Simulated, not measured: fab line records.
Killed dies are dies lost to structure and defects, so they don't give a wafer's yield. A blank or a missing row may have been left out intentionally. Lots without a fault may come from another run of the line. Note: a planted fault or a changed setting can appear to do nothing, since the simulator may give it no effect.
A lot that was struck, set against a sound lot | flow rit_cmos | 17 out of 202 route steps
Sound: these wafers, L133.2, L133.4, L133.5. Wafers L143.1, L143.3, L143.6 were the ones struck. The cause is given at the end.
At each step with rows: each side's tool, then ch and its chambers, then its first start. Under that, the readings that differ: sound wafers | struck wafers | difference of the means | sigmas: that difference in standard deviations of wafers without a fault.
alike: words and numbers the same on both sides, and readings whose means are apart by under 2 such deviations; not compared: readings that were withheld, readings missing a value for some wafer, numbers with overlapping values and no deviation given by the record, and bounds like >300 which may hide the same value.
Wherever a step has rows on one side only, a row that says differs or no value, or a row with sigmas, the two part there. Numbers that don't overlap but have no deviation are shown without sigmas and don't part them. A reading missing from all wafers of one side parts the sides only when that side holds two or more wafers.

RIT_NWELL_TW_MEAS_10:
  sound on film_metro-03 at day 2 07:48; struck on film_metro-03 at day 4 10:09
  alike: NWELL_TW
then, 6 steps without rows for these wafers: RIT_PWELL_HMDS_00 (prime time 60 s); RIT_PWELL_COAT_01 (resist thk 1300 nm); RIT_PWELL_SOFTBAKE_02 (time 60 s); RIT_PWELL_EXPOSE_03 (exposes mask M3, target cd 43700 nm); RIT_PWELL_PEB_04; RIT_PWELL_DEVELOP_05 (develop time 68 s).
RIT_PWELL_OVL_MEAS_06:
  sound on overlay-02 at day 2 08:52; struck on overlay-02 at day 4 11:19
  alike: PWELL_OVL
then, 2 steps without rows for these wafers: RIT_PWELL_HARDBAKE_07 (time 120 s); RIT_PWELL_IMPLANT_08.
RIT_PWELL_STRIP_09: strips in O2, time 180 s.
  sound on plasma_asher-02 ch 0,1, day 2 09:17; struck on plasma_asher-01 ch 0, day 4 11:45
  reading                     | sound       | struck      | difference | sigmas
  drypump_motor_current_A (A) | 5.7 6.1 5.7 | 5.1 5.0 5.0 | -0.8       | -2
  alike: rf_refl_power_W
  not compared: rf_hours_counter_h
RIT_PWELL_TW_MEAS_10:
  sound on film_metro-02 at day 2 09:28; struck on film_metro-03 at day 4 11:56
  alike: PWELL_TW
RIT_WELLDRIVE_ANNEAL_00: time 14700 s.
  sound on furnace-03 ch 0, day 2 09:52; struck on furnace-03 ch 0, day 4 12:31
  reading          | sound             | struck         | difference | sigmas
  run_length_s (s) | 18272 18272 18272 | 9444 9444 9444 | -8828      | -99 or more
  alike: tube_center_temp_C_max
RIT_WELLDRIVE_RS_MEAS_01: a four-point-probe measurement.
  sound on film_metro-04 at day 2 14:58; struck on film_metro-02 at day 4 17:37
  reading           | sound             | struck            | difference | sigmas
  NWELL_RS (ohm/sq) | 271.8 271.6 271.2 | 317.4 317.6 318.4 | +46.3      | +59
RIT_WELLDRIVE_RS_MEAS_02: a four-point-probe measurement.
  sound on film_metro-04 at day 2 15:05; struck on film_metro-02 at day 4 17:44
  reading           | sound             | struck            | difference | sigmas
  PWELL_RS (ohm/sq) | 429.5 430.3 429.7 | 477.6 476.4 475.8 | +46.8      | +39
then, 1 step without rows for these wafers: RIT_NRETRO_HMDS_00 (prime time 60 s).
RIT_M1_PROBE_99:
  sound on prober-02 at day 3 21:16; struck on prober-02 at day 5 23:37
  reading                             | sound             | struck            | difference | sigmas
  model.etest.pmos_0p3.r_on_ohm_um    | 6542 6599 6611    | 6951 6894 7020    | +371       |
  model.etest.pmos_turned.r_on_ohm_um | 3628 3698 3617    | 3915 3974 4091    | +346       |
  model.etest.pmos_0p15.r_on_ohm_um   | 2896 2922 2873    | 3024 3053 3160    | +182       |
  model.etest.nwell_pinched.rs_ohm_sq | 325.9 328.6 328.3 | 418.7 424.4 416.4 | +92.2      |
  model.etest.pwell_pinched.rs_ohm_sq | 450.4 463.2 449.8 | 504.6 505.3 500.3 | +48.9      |
  model.etest.pwell.rs_ohm_sq         | 419.3 420.7 416.1 | 462.8 462.9 463.8 | +44.5      |
  model.etest.pmos_0p15.drive_ua_um   | 239.5 242.2 240.9 | 221.4 218 211     | -24.1      |
  model.etest.pmos_turned.drive_ua_um | 172.2 169.1 177   | 151.9 146.9 142.3 | -25.7      |
  alike: killed_at_contacts, killed_at_front_end, killed_dies, killed_open, killed_short

WHERE THEY PART
First at RIT_PWELL_STRIP_09; last, within this record, at RIT_WELLDRIVE_RS_MEAS_02. Later steps at which nothing parts them and some readings are alike: RIT_M1_PROBE_99.

WHY: what the simulator had put in
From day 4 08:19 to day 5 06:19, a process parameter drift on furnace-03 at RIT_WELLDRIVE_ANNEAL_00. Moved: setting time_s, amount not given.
